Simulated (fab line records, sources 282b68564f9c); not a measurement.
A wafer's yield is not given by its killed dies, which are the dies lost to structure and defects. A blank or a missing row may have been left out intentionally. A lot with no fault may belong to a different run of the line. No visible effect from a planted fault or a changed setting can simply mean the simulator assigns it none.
What tool caused it? | flow rit-cmos | Sampling: 6 lots, 18 wafers, 2 of 202 route steps

WHAT THE GAUGES READ, wafer by wafer
RIT_FOX2_THK_MEAS_90.
lot  | measured    | on            | FIELD_OXIDE_LEFT_1_THK (nm)
L852 | day 2 02:18 | film-metro-02 | 316 316 318
L854 | day 2 11:35 | film-metro-01 | 313 316 315
L858 | day 3 12:49 | film-metro-02 | 305 303 307
L863 | day 4 20:23 | film-metro-02 | 313 315 309
L868 | day 5 14:44 | film-metro-03 | 304 301 307
L871 | day 6 05:44 | film-metro-01 | 302 303 302

EACH LOT AND THE TOOL THAT RAN IT (in order: tool; ch and the chambers of the sampled wafers; start)
lot  | RIT_ACTIVE_ETCH_13
L852 | rie-diel-02 ch 0,3, day 1 21:32
L854 | rie-diel-01 ch 0,2,3, day 2 06:44
L858 | rie-diel-01 ch 0,1,3, day 3 02:29
L863 | rie-diel-01 ch 0,2,3, day 4 07:38
L868 | rie-diel-01 ch 0,2, day 5 06:08
L871 | rie-diel-02 ch 2,3, day 5 19:38
- RIT_ACTIVE_ETCH_13: etches Si3N4 in SF6, stops on SiO2, time 210 s, target depth 210 nm.

THE ANSWER, worked out from the rows above alone
Rule: the lots themselves supply what counts as usual. Put in order of their means at a reading, lots are off if they are a third of the lots or fewer, leave a main group of 4 or more, and stand apart from it by a gap of 3 or more times the standard deviation of the main group's means; of several such gaps the widest counts. A main group is skipped when, at the precision printed for the reading in the tables above, its means are all equal. Also off: a lot with no number at a reading for which 4 or more lots have one. Any other lot the step has rows for is counted as sound.
None of the lots is off at any reading shown; this tells nothing.

WHAT WAS PUT IN BY THE SIMULATOR
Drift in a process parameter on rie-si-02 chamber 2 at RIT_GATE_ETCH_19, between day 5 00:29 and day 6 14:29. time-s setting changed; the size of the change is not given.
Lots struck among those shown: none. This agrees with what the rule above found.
